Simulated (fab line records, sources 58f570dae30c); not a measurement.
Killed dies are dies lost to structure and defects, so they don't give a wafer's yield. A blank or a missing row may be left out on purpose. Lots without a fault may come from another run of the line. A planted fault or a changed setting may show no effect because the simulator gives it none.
Which tool did it? | flow berkeley_cmos170 | 7 lots, 19 wafers sampled, at 2 steps of a route of 331

WHAT THE GAUGES READ, wafer by wafer
UCB170_V2_THK_MEAS_01.
lot  | measured     | on            | V2_TEOS_THK (nm)
L384 | day 9 00:26  | film_metro-03 | 2010 2004 2030
L386 | day 9 12:01  | film_metro-04 | 2020 2006 2044
L391 | day 10 08:49 | film_metro-03 | 1996
L394 | day 10 20:17 | film_metro-01 | 1960 1970 2004
L397 | day 11 08:39 | film_metro-03 | 1972 1993 2001
L400 | day 12 11:41 | film_metro-04 | 1937 1991 2004
L403 | day 13 20:10 | film_metro-03 | 1943 1965 1965

WHICH TOOL RAN EACH LOT (tool, then ch and the chambers of the sampled wafers, then the start)
lot  | UCB170_M2_STRIP_19
L384 | plasma_asher-03 ch 0,1, day 9 00:02
L386 | plasma_asher-03 ch 0,1, day 9 11:38
L391 | plasma_asher-03 ch 1, day 10 08:26
L394 | plasma_asher-04 ch 0,1, day 10 19:54
L397 | plasma_asher-01 ch 0,1, day 11 08:16
L400 | plasma_asher-01 ch 0,1, day 12 11:19
L403 | plasma_asher-03 ch 0,1, day 13 19:47
- UCB170_M2_STRIP_19: strips in O2.

THE ANSWER, worked out from the rows above alone
Rule: what is usual is taken from the lots themselves. Put in order of their means at a reading, lots are off if they are a third of the lots or fewer, leave a main group of 4 or more, and stand apart from it by a gap of 3 or more times the standard deviation of the main group's means; of several such gaps the widest counts. A main group whose means are all the same, to the digits that the tables above print for the reading, isn't used. A lot without any number at a reading at which 4 lots or more have one is off too. The other lots that the step has rows for count as sound.
No lot is off at any reading shown: from this, nothing can be told.

WHAT THE SIMULATOR HAD PUT IN
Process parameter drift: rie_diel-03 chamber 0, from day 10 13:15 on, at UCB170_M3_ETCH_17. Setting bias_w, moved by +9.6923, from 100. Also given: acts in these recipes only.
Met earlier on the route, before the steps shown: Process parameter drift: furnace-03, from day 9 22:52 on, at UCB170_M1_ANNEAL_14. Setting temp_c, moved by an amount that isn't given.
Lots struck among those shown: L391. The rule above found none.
